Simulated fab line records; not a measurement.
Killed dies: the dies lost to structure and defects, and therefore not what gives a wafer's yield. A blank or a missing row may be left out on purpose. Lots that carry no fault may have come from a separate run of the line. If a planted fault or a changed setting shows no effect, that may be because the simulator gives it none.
Which tool was responsible? -- flow berkeley_cmos170 -- 14 lots, 42 wafers sampled, at 4 steps of a route of 331

== WHAT THE GAUGES SHOWED, per wafer ==
UCB170_V2_BOW_MEAS_03. Usual: for V2_BOW the level is 36 um and the standard deviation is 6.8.
lot,measured,on,V2_BOW (um),flag
L828,day 8 21:11,film_metro-01,34 40 44,
L830,day 8 19:32,film_metro-04,32 43 21,
L829,day 8 17:56,film_metro-04,31 33 44,
L831,day 8 21:33,film_metro-01,43 41 27,
L832,day 11 04:02,film_metro-01,47 42 52,
L833,day 11 05:23,film_metro-03,32 24 30,
L834,day 11 03:26,film_metro-04,38 53 33,
L835,day 11 03:44,film_metro-01,32 45 47,
L836,day 11 04:32,film_metro-04,29 34 42,
L837,day 11 06:01,film_metro-03,35 34 34,
L842,day 12 05:46,film_metro-01,35 43 36,
L844,day 12 18:42,film_metro-04,43 41 35,
L845,day 12 21:48,film_metro-04,44 42 35,
L846,day 12 23:30,film_metro-01,28 33 34,

UCB170_M3_CD_MEAS_90: the cd target is 700 nm. Usual: cd_nm reads 700 nm (standard deviation 4.3).
lot,measured,on,cd_nm (nm),flag
L828,day 9 01:57,cd_sem-01,699 699 702,
L830,day 8 23:40,cd_sem-02,694 698 698,
L829,day 8 22:29,cd_sem-01,704 701 700,
L831,day 9 02:32,cd_sem-02,698 700 703,
L832,day 11 16:34,cd_sem-02,694 698 697,
L833,day 11 16:53,cd_sem-02,702 699 705,
L834,day 11 16:17,cd_sem-01,703 705 703,
L835,day 11 16:07,cd_sem-02,697 700 695,
L836,day 11 15:43,cd_sem-02,698 696 695,
L837,day 11 18:02,cd_sem-02,691 697 696,
L842,day 12 14:26,cd_sem-02,697 699 699,
L844,day 12 23:59,cd_sem-02,703 705 706,
L845,day 13 02:53,cd_sem-02,697 693 698,
L846,day 13 04:49,cd_sem-02,708 709 708,

== TOOL THAT RAN EACH LOT (tool first, then ch and the chambers of the sampled wafers, then the start) ==
lot,UCB170_ACTIVE_CVD_05,UCB170_V2_ETCH_14
L828,"lpcvd-02 ch 0, day 4 17:21","rie_diel-01 ch 1,2,3, day 8 22:31"
L830,"lpcvd-01 ch 0, day 5 01:28","rie_diel-03 ch 0,3, day 8 20:53"
L829,"lpcvd-02 ch 1, day 5 06:53","rie_diel-02 ch 0,2, day 8 19:30"
L831,"lpcvd-02 ch 1, day 5 06:53","rie_diel-03 ch 0,1,2, day 8 23:05"
L832,"lpcvd-01 ch 1, day 6 11:20","rie_diel-03 ch 0,1,2, day 11 09:26"
L833,"lpcvd-01 ch 1, day 6 11:20","rie_diel-01 ch 0,1, day 11 10:10"
L834,"lpcvd-01 ch 0, day 6 11:20","rie_diel-01 ch 1,2,3, day 11 08:59"
L835,"lpcvd-01 ch 0, day 6 11:20","rie_diel-02 ch 0,1,3, day 11 08:48"
L836,"lpcvd-01 ch 0, day 6 17:44","rie_diel-03 ch 0,2, day 11 08:16"
L837,"lpcvd-01 ch 0, day 6 17:44","rie_diel-01 ch 1,2,3, day 11 10:48"
L842,"lpcvd-02 ch 0, day 7 14:07","rie_diel-03 ch 1,3, day 12 09:21"
L844,"lpcvd-02 ch 0, day 8 05:39","rie_diel-02 ch 0,1,2, day 12 20:17"
L845,"lpcvd-02 ch 1, day 8 14:53","rie_diel-01 ch 1,3, day 12 23:28"
L846,"lpcvd-02 ch 1, day 8 14:53","rie_diel-03 ch 0,2,3, day 13 01:19"
- UCB170_ACTIVE_CVD_05: deposits Si3N4 from SiH2Cl2/NH3, target thk 220 nm, time 3300 s.
- UCB170_V2_ETCH_14: etches SiO2 in CHF3/CF4/Ar, stops on Al, target depth 1250 nm, time 291 s.

== WHAT THE TOOLS THEMSELVES READ (means of the sampled wafers that have a number; where no wafer has one, the mark that the record gives instead) ==
UCB170_ACTIVE_CVD_05. Usual: spike_tc_source_C 821 C, standard deviation 3.2; susceptor_temp_C 800.0 C, standard deviation 0.34.
lot,tool,spike_tc_source_C (C),susceptor_temp_C (C),flag
L828,lpcvd-02,824,799.9,
L830,lpcvd-01,822,800.2,
L829,lpcvd-02,822,800.5,
L831,lpcvd-02,822,799.5,
L832,lpcvd-01,813,799.9,
L833,lpcvd-01,813,799.9,
L834,lpcvd-01,821,799.4,
L835,lpcvd-01,822,799.8,
L836,lpcvd-01,822,800.0,
L837,lpcvd-01,823,799.5,
L842,lpcvd-02,823,800.0,
L844,lpcvd-02,823,799.9,
L845,lpcvd-02,821,799.8,
L846,lpcvd-02,821,799.8,

UCB170_V2_ETCH_14. Usual: cf4_flow_sccm 15.00 sccm, standard deviation 0.047; drypump_motor_current_A 5.7 A, standard deviation 0.43; oes_product_au 0.880 a.u., standard deviation 0.0096; throttle_valve_pct 6.98 %, standard deviation 0.074.
lot,tool,cf4_flow_sccm (sccm),drypump_motor_current_A (A),oes_product_au (a.u.),throttle_valve_pct (%),flag
L828,rie_diel-01,15.00,5.6,0.882,6.97,
L830,rie_diel-03,14.97,5.7,0.882,6.99,
L829,rie_diel-02,14.94,5.8,0.876,7.04,
L831,rie_diel-03,15.03,6.2,0.883,7.01,
L832,rie_diel-03,14.98,6.1,0.880,7.01,
L833,rie_diel-01,15.01,5.2,0.870,6.88,
L834,rie_diel-01,14.97,5.6,0.879,6.96,
L835,rie_diel-02,14.98,5.6,0.882,7.00,
L836,rie_diel-03,14.98,6.5,0.885,7.00,
L837,rie_diel-01,15.03,5.6,0.880,6.96,
L842,rie_diel-03,15.01,5.3,0.885,7.01,
L844,rie_diel-02,15.03,5.7,0.878,7.00,
L845,rie_diel-01,15.01,5.3,0.878,6.95,
L846,rie_diel-03,15.01,6.0,0.883,6.99,

== THE ANSWER, worked out from the rows above alone ==
Rule: a lot is off if the mean of its wafers that have a number lies more than 3 standard deviations from the usual mean. Also off: a lot with no number at a reading for which 4 or more lots have one. Any other lot the step has rows for is counted as sound. After the gauges, taken in route order, come the tools' own readings; for these a lot's mean is taken, as printed above. At the first step where some lot is off, the reading lying furthest off is the one used; lots without a number count as furthest.
Across all readings shown, no lot is off: no conclusion can be drawn from this.

== WHAT WAS PUT IN BY THE SIMULATOR ==
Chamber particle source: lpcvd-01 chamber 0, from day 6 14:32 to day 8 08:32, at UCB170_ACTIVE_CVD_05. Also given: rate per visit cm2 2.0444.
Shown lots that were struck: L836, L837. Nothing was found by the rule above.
